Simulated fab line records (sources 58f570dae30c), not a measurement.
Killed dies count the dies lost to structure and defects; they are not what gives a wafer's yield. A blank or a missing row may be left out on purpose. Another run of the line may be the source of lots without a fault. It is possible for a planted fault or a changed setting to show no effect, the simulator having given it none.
A lot that was struck, set against a sound lot	flow berkeley-cmos170	14 steps out of a route of 331
Sound: these wafers, L978.2, L978.4, L978.6. The struck wafers were L972.1, L972.3, L972.6. The cause is given at the end.
Each step with rows lists, per side, the tool, then ch with its chambers, then its first start. Under that, the readings that differ: sound wafers	struck wafers	difference of the means	sigmas: that difference in standard deviations of wafers without a fault.
alike: a reading whose means differ by less than 2 such deviations, as well as words and numbers matching on both sides. not compared: withheld readings; readings where some wafer has no value; bounds like >300 that might hide an equal value; numbers whose values overlap and for which the record gives no deviation.
The two part at a step that has a row with sigmas, a row that says differs or no value, or rows on one side only. When numbers do not overlap yet have no deviation, they are printed without sigmas and do not part them. A reading missing from all wafers of one side parts the sides only when that side holds two or more wafers.

UCB170_SDANNEAL_RTA_01: time 5 s.
  sound on rtp-anneal-01 ch 0, day 10 07:34; struck on rtp-anneal-01 ch 0, day 9 06:13
  alike: lamp-power-pct, wafer_temp_C_max
UCB170_SDANNEAL_RS_MEAS_02: a four-point-probe measurement.
  sound on film-metro-01 at day 10 07:38; struck on film-metro-03 at day 9 06:17
  alike: PSD_RS
UCB170_SDANNEAL_RS_MEAS_03: a four-point-probe measurement.
  sound on film-metro-01 at day 10 07:45; struck on film-metro-03 at day 9 06:24
  alike: NSD_RS
UCB170_SDANNEAL_RS_MEAS_04: a four-point-probe measurement.
  sound on film-metro-01 at day 10 07:52; struck on film-metro-03 at day 9 06:31
  alike: PLDD_RS
UCB170_SDANNEAL_RS_MEAS_05: a four-point-probe measurement.
  sound on film-metro-01 at day 10 07:59; struck on film-metro-03 at day 9 06:38
reading	sound	struck	difference	sigmas
NLDD_RS (ohm/sq)	615.0 614.7 615.9	617.0 618.8 617.9	+2.7	+2
then, 1 step without rows for these wafers: UCB170_SILICIDE_PRE_CLEAN_00 (preclean etch time 60 s).
UCB170_SILICIDE_SPUTTER_01: material Ti, target thk 30 nm, time 25 s.
  sound on pvd-sputter-04 at day 10 08:10; struck on pvd-sputter-04 at day 9 06:50
  alike: throttle-valve-pct
UCB170_SILICIDE_RS_MEAS_02: a four-point-probe measurement.
  sound on film-metro-02 at day 10 08:13; struck on film-metro-02 at day 9 06:52
  alike: SILICIDE_TI_RS
UCB170_SILICIDE_THK_MEAS_03: measures by xrf.
  sound on film-metro-02 at day 10 08:19; struck on film-metro-02 at day 9 06:59
  alike: SILICIDE_TI_THK
UCB170_SILICIDE_RTA_04: time 15 s.
  sound on rtp-anneal-02 ch 0, day 10 08:23; struck on rtp-anneal-02 ch 0, day 9 07:02
  alike: lamp-power-pct, wafer_temp_C_max
then, 2 steps without rows for these wafers: UCB170_SILICIDE_WET_ETCH_05 (etches Ti in SPM, time 45 s); UCB170_CONTACT_CLEAN_00 (cleans in SPM, time 600 s).
UCB170_CONTACT_CVD_01: deposits PSG from SiH4/O2/PH3, target thk 700 nm, time 2820 s.
  sound on lpcvd-02 ch 0, day 10 09:41; struck on lpcvd-02 ch 0, day 9 08:08
  no value came back on the struck wafers for o2-flow-sccm (sccm), ph3-flow-sccm (sccm), pressure-mtorr (mTorr), zone-power-centre-pct (%); on the sound wafers o2-flow-sccm (sccm) reads 90.53 89.99 90.33
UCB170_M3_PROBE_99:
  the record has rows for the sound wafers here (prober-01, day 11 09:41) and none for the struck ones

== WHERE THEY PART ==
First at UCB170_SDANNEAL_RS_MEAS_05; last, within this record, at UCB170_M3_PROBE_99.

WHY: whatever the simulator had introduced
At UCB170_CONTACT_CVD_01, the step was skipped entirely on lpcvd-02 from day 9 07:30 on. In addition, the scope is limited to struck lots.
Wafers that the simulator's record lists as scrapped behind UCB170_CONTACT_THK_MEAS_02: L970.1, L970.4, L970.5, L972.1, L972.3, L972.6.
